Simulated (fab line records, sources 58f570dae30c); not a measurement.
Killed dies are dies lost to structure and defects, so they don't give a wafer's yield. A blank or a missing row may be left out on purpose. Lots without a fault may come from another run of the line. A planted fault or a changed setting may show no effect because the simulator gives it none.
fab line records | flow berkeley_cmos170
record lots=14 wafers=42 last_day=12
route steps=331 shown PWELL@47 PSD@183 SILICIDE@212 V2@305
lots that met no fault: from a run of the same line without faults
start_h: hours from the record's first day to the start of the lot's first wafer shown | wait_h: hours since the lot's step before | " the same as in the row above | L1.1+2: a row that stands for several wafers | - no value, or no start given | * or withheld: withheld | < > ~ a bound
route shown NAME@n: a module of which the file shows steps, and the number in the route of the first | usual: mean/standard deviation of fault-free wafers | same: alike in all rows | chamber/n: place in a boat | sites: the reading at each site | _std_site: their standard deviation | _edge_site: outer sites' mean less inner sites' | radius_mm: how far each site lies from the wafer's centre | mask NAME#n: copy n | behind: the tool/chamber that last shaped the wafer | hold: why the lot was held/for how many hours/how that ended | device: the transistor (n, p or np) that didn't switch | end of line: the same wafers' tests at the end of the route | a step without rows: its recipe alone | killed: dies lost to structure and defects at the first sort, not the wafer's yield | map: a wafer's dies, x killed, . not, _ none there
set.NAME: the setting as run; set.NAME@STEP: as run at that earlier step | model.NAME: the simulator's own value behind a step, which no gauge read
steps of the route over a sample of lots; a table a step, a row a wafer
services: from which hour (start_h, from the record's first day; less than 0 if before it) a tool's chamber was out of use, for how many hours, and why
## steps
# step UCB170_PWELL_OVL_MEAS_13
# usual PWELL_OVL=-2/6.1
# columns lot.wafer tool chamber start_h wait_h PWELL_OVL[nm]
L405.3 overlay-02 - 53.28 - 3
L405.5 " - " " 0
L405.6 " - " " 6
L404.3 overlay-02 - 53.48 - -8
L404.4 " - " " 1
L404.6 " - " " -3
L407.2 overlay-02 - 58.23 - -16
L407.5 " - " " -14
L407.6 " - " " -11
L408.1 overlay-01 - 68.81 - -3
L408.5 " - " " -2
L408.6 " - " " -5
L409.3 overlay-01 - 73.92 - 6
L409.4 " - " " -8
L409.5 " - " " -5
L411.1 overlay-02 - 82.59 - 7
L411.3 " - " " 2
L411.5 " - " " 8
L412.1 overlay-02 - 94.47 - -8
L412.2 " - " " -9
L412.3 " - " " -9
L413.2 overlay-02 - 94.75 - 13
L413.3 " - " " 3
L413.5 " - " " -2
L414.1 overlay-01 - 102.90 - -5
L414.3 " - " " 0
L414.6 " - " " -12
L419.1 overlay-02 - 127.70 - 10
L419.3 " - " " 10
L419.6 " - " " -4
L422.1 overlay-02 - 137.66 - 15
L422.5 " - " " 4
L422.6 " - " " 3
L424.1 overlay-02 - 149.84 - 8
L424.3 " - " " 5
L424.4 " - " " -7
L427.1 overlay-02 - 163.17 - -4
L427.2 " - " " -6
L427.3 " - " " -2
L426.1 overlay-02 - 163.35 - 4
L426.2 " - " " -8
L426.4 " - " " -7
# step UCB170_PSD_IMPLANT_08
# recipe species=B dose_cm2=3e+15 energy_kev=20 tilt_deg=7
# usual beam_on_s=9.98/0.2 dose_ions_cm2=3.0006e+15/2.9e+12 end_station_pressure_torr=1.25e-05/6e-07 faraday_current_uA=9270/190
# columns lot.wafer tool chamber start_h wait_h beam_on_s dose_ions_cm2 end_station_pressure_torr faraday_current_uA
L405.3 implanter-01 0 149.04 0.1 10.28 3e+15 1.28e-05 9032
L405.5 " 0 " " 10.12 3.0004e+15 1.23e-05 9136
L405.6 " 0 " " 9.95 2.9995e+15 1.25e-05 9308
L407.2 implanter-03 0 149.14 0.0 9.88 3.0011e+15 1.26e-05 9426
L407.5 " 0 " " 9.71 2.9973e+15 1.31e-05 9491
L407.6 " 0 " " 10.09 2.9992e+15 1.23e-05 9142
L404.3 implanter-01 0 149.20 0.1 9.88 3.0032e+15 1.36e-05 9374
L404.4 " 0 " " 10.39 3.0008e+15 1.17e-05 8888
L404.6 " 0 " " 10.43 3.0007e+15 1.3e-05 8903
L408.1 implanter-03 0 156.92 0.0 10.05 3.0006e+15 1.17e-05 9185
L408.5 " 0 " " 10.04 2.9978e+15 1.21e-05 9201
L408.6 " 0 " " 9.96 2.9951e+15 1.28e-05 9273
L409.3 implanter-02 0 157.08 0.1 10.07 3.0025e+15 1.17e-05 9239
L409.4 " 0 " " 9.83 2.9958e+15 1.26e-05 9408
L409.5 " 0 " " 9.80 3.0028e+15 1.31e-05 9464
L411.1 implanter-02 0 175.85 0.0 10.10 3.001e+15 1.2e-05 9172
L411.3 " 0 " " 9.96 3.0037e+15 1.2e-05 9311
L411.5 " 0 " " 10.08 3.0001e+15 1.28e-05 9140
L412.1 implanter-02 0 181.12 0.0 9.96 3.0001e+15 1.09e-05 9306
L412.2 " 0 " " 10.16 2.9945e+15 1.36e-05 9111
L412.3 " 0 " " 9.64 2.9976e+15 1.27e-05 9637
L413.2 implanter-03 0 181.69 0.0 10.33 3.0032e+15 1.31e-05 8942
L413.3 " 0 " " 10.05 3.0019e+15 1.17e-05 9229
L413.5 " 0 " " 9.92 3.0008e+15 1.34e-05 9307
L414.1 implanter-03 0 193.85 0.0 10.15 3.0043e+15 1.25e-05 9096
L414.3 " 0 " " 10.11 2.9975e+15 1.21e-05 9123
L414.6 " 0 " " 9.82 3.0022e+15 1.27e-05 9410
L419.1 implanter-01 0 218.53 0.0 10.23 3.0021e+15 1.29e-05 9024
L419.3 " 0 " " 9.64 2.9993e+15 1.42e-05 9589
L419.6 " 0 " " 9.86 2.9992e+15 1.33e-05 9380
L422.1 implanter-03 0 229.92 0.0 10.92 4.8265e+15 1.59e-05 13532
L422.5 " 0 " " 11.09 4.8286e+15 1.6e-05 13313
L422.6 " 0 " " 10.57 4.8319e+15 1.65e-05 13919
L424.1 implanter-03 0 241.74 0.0 10.81 4.837e+15 1.55e-05 13619
L424.3 " 0 " " 10.94 4.8329e+15 1.64e-05 13512
L424.4 " 0 " " 10.63 4.8361e+15 1.64e-05 13838
L426.1 implanter-01 0 254.24 0.0 10.07 2.9989e+15 1.22e-05 9208
L426.2 " 0 " " 10.36 3.0036e+15 1.27e-05 8921
L426.4 " 0 " " 10.14 2.9982e+15 1.26e-05 9144
L427.1 implanter-02 0 254.97 0.0 9.96 3.0037e+15 1.27e-05 9281
L427.2 " 0 " " 10.11 3.0037e+15 1.17e-05 9211
L427.3 " 0 " " 10.01 2.9993e+15 1.26e-05 9237
# step UCB170_PSD_STRIP_09
# recipe chemistry=O2 power_w=400 pressure_mtorr=3500 platen_temp_c=withheld o2_flow_sccm=400 overash_fraction=0.5
# usual drypump_motor_current_A=5.4/0.48 oes_product_au=0.600/0.0049 strip_time_to_endpoint_s=29.40/0.078
# columns lot.wafer tool chamber start_h wait_h drypump_motor_current_A oes_product_au rf_hours_counter_h strip_time_to_endpoint_s
L405.3 plasma_asher-04 1 149.18 0.1 4.9 0.596 - 29.34
L405.5 " 0 " " 6.2 0.600 - 29.38
L405.6 " 1 " " 4.9 0.597 - 29.39
L407.2 plasma_asher-02 1 149.26 0.1 4.8 0.598 44 29.35
L407.5 " 0 " " 5.4 0.593 - 29.36
L407.6 " 1 " " 4.8 0.597 - 29.28
L404.3 plasma_asher-03 0 149.33 0.1 5.5 0.605 - 29.47
L404.4 " 1 " " 5.7 0.603 - 29.45
L404.6 " 0 " " 5.5 0.609 - 29.41
L408.1 plasma_asher-02 0 157.07 0.1 5.4 0.588 45 29.40
L408.5 " 1 " " 4.8 0.605 - 29.38
L408.6 " 0 " " 5.4 0.601 - 29.32
L409.3 plasma_asher-04 1 157.22 0.1 4.9 0.594 - 29.30
L409.4 " 0 " " 6.2 0.596 - 29.28
L409.5 " 1 " " 4.9 0.606 - 29.24
L411.1 plasma_asher-02 0 176.00 0.1 5.4 0.608 47 29.41
L411.3 " 0 " " 5.4 0.603 - 29.32
L411.5 " 0 " " 5.4 0.609 - 29.28
L412.1 plasma_asher-03 0 181.27 0.1 5.6 0.596 8 29.47
L412.2 " 1 " " 5.7 0.597 8 29.49
L412.3 " 1 " " 5.7 0.603 - 29.54
L413.2 plasma_asher-04 1 181.81 0.1 4.9 0.602 44 29.41
L413.3 " 0 " " 6.2 0.615 - 29.42
L413.5 " 0 " " 6.2 0.594 - 29.41
L414.1 plasma_asher-03 1 194.00 0.1 5.7 0.608 9 29.28
L414.3 " 0 " " 5.6 0.601 - 29.21
L414.6 " 0 " " 5.6 0.600 - 29.28
L419.1 plasma_asher-03 1 218.68 0.1 5.7 0.596 11 29.37
L419.3 " 0 " " 5.6 0.597 - 29.34
L419.6 " 1 " " 5.7 0.603 - 29.36
L422.1 plasma_asher-04 0 230.07 0.1 6.2 0.542 49 34.95
L422.5 " 0 " " 6.2 0.538 - 34.98
L422.6 " 1 " " 4.9 0.539 - 34.99
L424.1 plasma_asher-03 1 241.89 0.1 5.8 0.537 14 34.89
L424.3 " 1 " " 5.7 0.535 - 34.73
L424.4 " 0 " " 5.6 0.536 - 34.79
L426.1 plasma_asher-04 1 254.39 0.1 4.9 0.597 52 29.36
L426.2 " 0 " " 6.2 0.597 52 29.41
L426.4 " 0 " " 6.2 0.608 - 29.48
L427.1 plasma_asher-03 1 255.12 0.1 5.7 0.601 16 29.32
L427.2 " 0 " " 5.6 0.599 16 29.35
L427.3 " 0 " " 5.5 0.594 - 29.36
# step UCB170_PSD_TW_MEAS_10
# usual PSD_TW=2339/16
# columns lot.wafer tool chamber start_h wait_h PSD_TW
L405.3 film_metro-02 - 149.26 0.1 2360
L405.5 " - " " 2365
L405.6 " - " " 2347
L407.2 film_metro-04 - 149.37 0.1 2298
L407.5 " - " " 2300
L407.6 " - " " 2305
L404.3 film_metro-01 - 149.42 0.1 2354
L404.4 " - " " 2368
L404.6 " - " " 2357
L408.1 film_metro-02 - 157.17 0.1 2345
L408.5 " - " " 2348
L408.6 " - " " 2345
L409.3 film_metro-04 - 157.30 0.1 2317
L409.4 " - " " 2337
L409.5 " - " " 2318
L411.1 film_metro-04 - 176.10 0.1 2319
L411.3 " - " " 2316
L411.5 " - " " 2325
L412.1 film_metro-02 - 181.37 0.1 2362
L412.2 " - " " 2362
L412.3 " - " " 2357
L413.2 film_metro-04 - 181.92 0.1 2325
L413.3 " - " " 2323
L413.5 " - " " 2325
L414.1 film_metro-01 - 194.10 0.1 2343
L414.3 " - " " 2347
L414.6 " - " " 2345
L419.1 film_metro-02 - 218.78 0.1 2342
L419.3 " - " " 2344
L419.6 " - " " 2347
L422.1 film_metro-04 - 230.17 0.1 2692
L422.5 " - " " 2675
L422.6 " - " " 2692
L424.1 film_metro-04 - 241.99 0.1 2699
L424.3 " - " " 2687
L424.4 " - " " 2683
L426.1 film_metro-04 - 254.49 0.1 2317
L426.2 " - " " 2320
L426.4 " - " " 2335
L427.1 film_metro-02 - 255.22 0.1 2337
L427.2 " - " " 2339
L427.3 " - " " 2370
# step UCB170_SDANNEAL_RS_MEAS_02
# recipe thk_meas_gauge=four-point-probe
# usual PSD_RS=75.5/0.32
# columns lot.wafer tool chamber start_h wait_h PSD_RS[ohm/sq]
L407.2 film_metro-02 - 153.64 0.1 76.0
L407.5 " - " " 75.6
L407.6 " - " " 76.0
L404.3 film_metro-02 - 155.32 0.1 75.1
L404.4 " - " " 75.5
L404.6 " - " " 75.3
L405.3 film_metro-01 - 155.71 0.4 75.4
L405.5 " - " " 75.4
L405.6 " - " " 75.1
L408.1 film_metro-02 - 159.98 0.1 75.8
L408.5 " - " " 75.8
L408.6 " - " " 75.6
L409.3 film_metro-04 - 160.14 0.1 74.9
L409.4 " - " " 75.0
L409.5 " - " " 75.2
L411.1 film_metro-02 - 179.16 0.0 75.2
L411.3 " - " " 75.3
L411.5 " - " " 75.6
L412.1 film_metro-04 - 184.79 0.0 75.7
L412.2 " - " " 75.5
L412.3 " - " " 75.5
L413.2 film_metro-02 - 185.17 0.1 75.2
L413.3 " - " " 75.5
L413.5 " - " " 75.2
L414.1 film_metro-04 - 196.81 0.0 76.3
L414.3 " - " " 75.9
L414.6 " - " " 76.1
L419.1 film_metro-01 - 223.13 0.0 75.3
L419.3 " - " " 75.1
L419.6 " - " " 75.6
L422.1 film_metro-02 - 232.75 0.0 57.1
L422.5 " - " " 56.9
L422.6 " - " " 56.8
L424.1 film_metro-02 - 248.03 0.0 56.9
L424.3 " - " " 57.1
L424.4 " - " " 56.9
L426.1 film_metro-04 - 258.79 0.0 75.5
L426.2 " - " " 75.4
L426.4 " - " " 75.3
L427.1 film_metro-01 - 259.11 0.0 76.2
L427.2 " - " " 76.0
L427.3 " - " " 75.5
# step UCB170_SILICIDE_RS_MEAS_02
# recipe thk_meas_gauge=four-point-probe reads=Ti_of_SILICIDE_SPUTTER_01
# usual SILICIDE_TI_RS=26.1/0.37
# columns lot.wafer tool chamber start_h wait_h SILICIDE_TI_RS[ohm/sq]
L407.2 film_metro-01 - 154.21 0.0 26.7
L407.5 " - " " 26.4
L407.6 " - " " 26.8
L404.3 film_metro-03 - 155.90 0.1 25.8
L404.4 " - " " 25.6
L404.6 " - " " 25.5
L405.3 film_metro-01 - 156.29 0.1 26.5
L405.5 " - " " 26.3
L405.6 " - " " 26.4
L408.1 film_metro-03 - 160.56 0.0 25.8
L408.5 " - " " 25.7
L408.6 " - " " 25.6
L409.3 film_metro-04 - 160.72 0.1 26.0
L409.4 " - " " 26.5
L409.5 " - " " 26.4
L411.1 film_metro-04 - 179.74 0.0 26.6
L411.3 " - " " 26.1
L411.5 " - " " 26.6
L412.1 film_metro-03 - 185.36 0.0 26.0
L412.2 " - " " 25.9
L412.3 " - " " 26.4
L413.2 film_metro-01 - 185.74 0.0 26.1
L413.3 " - " " 25.8
L413.5 " - " " 25.6
L414.1 film_metro-01 - 197.39 0.0 25.5
L414.3 " - " " 25.6
L414.6 " - " " 26.0
L419.1 film_metro-04 - 223.71 0.0 25.9
L419.3 " - " " 25.8
L419.6 " - " " 25.9
L422.1 film_metro-01 - 233.33 0.0 26.3
L422.5 " - " " 26.2
L422.6 " - " " 26.3
L424.1 film_metro-03 - 248.61 0.0 25.7
L424.3 " - " " 25.8
L424.4 " - " " 25.7
L426.1 film_metro-03 - 259.36 0.0 26.8
L426.2 " - " " 26.6
L426.4 " - " " 26.1
L427.1 film_metro-03 - 259.69 0.0 25.8
L427.2 " - " " 25.6
L427.3 " - " " 25.9
# step UCB170_V2_OVL_MEAS_13
# usual V2_OVL=0/5.1
# columns lot.wafer tool chamber start_h wait_h V2_OVL[nm]
L407.2 overlay-01 - 173.68 0.1 -6
L407.5 " - " " -6
L407.6 " - " " -1
L404.3 overlay-01 - 174.23 0.1 -4
L404.4 " - " " 11
L404.6 " - " " -5
L405.3 overlay-02 - 176.55 0.1 1
L405.5 " - " " 1
L405.6 " - " " -7
L408.1 overlay-02 - 181.35 0.1 4
L408.5 " - " " -1
L408.6 " - " " -3
L409.3 overlay-01 - 181.81 0.1 -5
L409.4 " - " " -3
L409.5 " - " " 4
L411.1 overlay-02 - 199.88 0.1 -10
L411.3 " - " " -4
L411.5 " - " " -9
L412.1 overlay-01 - 206.03 0.1 2
L412.2 " - " " 12
L412.3 " - " " 3
L413.2 overlay-02 - 206.16 0.1 -2
L413.3 " - " " -1
L413.5 " - " " -5
L414.1 overlay-01 - 219.67 0.1 1
L414.3 " - " " 6
L414.6 " - " " -5
L419.1 overlay-02 - 249.56 0.1 -1
L419.3 " - " " 3
L419.6 " - " " 0
L422.1 overlay-01 - 259.04 0.1 0
L422.5 " - " " 1
L422.6 " - " " -9
L424.1 overlay-02 - 271.68 0.1 5
L424.3 " - " " 11
L424.4 " - " " 3
L426.1 overlay-01 - 279.08 0.1 0
L426.2 " - " " 0
L426.4 " - " " -5
L427.1 overlay-02 - 281.12 0.1 1
L427.2 " - " " 6
L427.3 " - " " 1
## services
# columns tool chamber start_h hours kind
implanter-02 - 126.55 4.6 pm
implanter-02 - 131.14 16.0 pm
implanter-03 - 146.94 1.7 repair
implanter-02 - 147.10 3.6 pm
implanter-03 - 150.65 2.5 repair
plasma_asher-04 - 171.55 7.5 repair
plasma_asher-04 - 174.15 1.8 repair
implanter-02 - 189.45 1.9 repair
## key
first_sign step=UCB170_PSD_IMPLANT_08 reading=dose_ions_cm2 direction=up sigmas=99+ usual=3.0006e+15 struck=4.8322e+15
effect step=UCB170_PSD_IMPLANT_08 reading=faraday_current_uA direction=up sigmas=23 usual=9270 struck=13622
effect step=UCB170_PSD_STRIP_09 reading=strip_time_to_endpoint_s direction=up sigmas=71 usual=* struck=*
effect step=UCB170_PSD_TW_MEAS_10 reading=PSD_TW direction=up sigmas=21 usual=2339 struck=2688
effect step=UCB170_SDANNEAL_RS_MEAS_02 reading=PSD_RS direction=down sigmas=58 usual=75.5 struck=56.9
met_at UCB170_PSD_IMPLANT_08
struck_lots L422,L424
tester_left_out L422,L424
not_acting_at UCB170_PWELL_OVL_MEAS_13,UCB170_SILICIDE_RS_MEAS_02,UCB170_V2_OVL_MEAS_13
onset_between 193.85 229.92
fault kind=process_parameter_drift tool=implanter-03 chamber=- onset_h=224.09 steps=UCB170_PSD_IMPLANT_08 channel=dose_cm2 offset=1.8288e+15 shape=step end_h=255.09 acts_in=these_recipes_only stated=3e+15
# tester_left_out: of these lots the tester's yield and bins aren't shown, on N5 and GAA mostly nor the transistor test; their killed dies are dies lost to structure and defects alone, not to doping, threshold or leakage, so they don't give the yield
